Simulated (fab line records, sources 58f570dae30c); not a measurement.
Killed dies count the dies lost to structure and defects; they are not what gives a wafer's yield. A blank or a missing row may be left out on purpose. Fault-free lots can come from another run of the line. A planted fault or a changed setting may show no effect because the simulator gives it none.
Which tool was responsible? -- flow berkeley-cmos170 -- Sampling: 7 lots, 21 wafers, 3 of 331 route steps

== WHAT EACH GAUGE READ, for each wafer ==
UCB170_V2_CD_MEAS_90: target cd 700 nm.
lot,measured,on,cd-nm (nm)
L866,day 8 08:59,cd-sem-02,701.2 703.1 704.0
L869,day 8 13:31,cd-sem-02,703.3 702.1 703.1
L870,day 8 14:08,cd-sem-01,699.6 699.5 698.4
L876,day 10 10:42,cd-sem-01,698.9 700.3 701.0
L882,day 11 21:31,cd-sem-02,701.5 700.2 700.0
L885,day 12 10:17,cd-sem-01,697.4 696.8 698.3
L888,day 12 20:41,cd-sem-01,701.4 700.8 699.9

== WHICH TOOL RAN EACH LOT (tool, then ch and the chambers of the sampled wafers, then the start) ==
lot,UCB170_M2_ETCH_17,UCB170_V2_STRIP_15
L866,"rie-diel-02 ch 1,3, day 8 06:08","plasma-asher-01 ch 0,1, day 8 08:52"
L869,"rie-diel-02 ch 0,1,3, day 8 10:53","plasma-asher-03 ch 0,1, day 8 13:25"
L870,"rie-diel-01 ch 1,2, day 8 11:23","plasma-asher-04 ch 0,1, day 8 14:01"
L876,"rie-diel-03 ch 0,2,3, day 10 07:25","plasma-asher-03 ch 0,1, day 10 10:36"
L882,"rie-diel-02 ch 1,2,3, day 11 17:49","plasma-asher-01 ch 0,1, day 11 21:25"
L885,"rie-diel-03 ch 0,1,3, day 12 07:17","plasma-asher-04 ch 0,1, day 12 10:09"
L888,"rie-diel-03 ch 0,1,2, day 12 17:32","plasma-asher-03 ch 0,1, day 12 20:35"
- UCB170_M2_ETCH_17: etches BARC in N2/H2.
- UCB170_V2_STRIP_15: strips in O2.

== THE ANSWER, worked out from the rows above alone ==
Rule: what is usual is taken from the lots themselves. Put in order of their means at a reading, lots are off if they are a third of the lots or fewer, leave a main group of 4 or more, and stand apart from it by a gap of 3 or more times the standard deviation of the main group's means; of several such gaps the widest counts. If all means in a main group match to the digits the tables above print for the reading, that group is not used. A lot without any number at a reading at which 4 lots or more have one is off too. All remaining lots with rows at the step are treated as sound.
Nothing can be told from this: no lot is off at any reading shown.

== WHAT WAS PUT IN BY THE SIMULATOR ==
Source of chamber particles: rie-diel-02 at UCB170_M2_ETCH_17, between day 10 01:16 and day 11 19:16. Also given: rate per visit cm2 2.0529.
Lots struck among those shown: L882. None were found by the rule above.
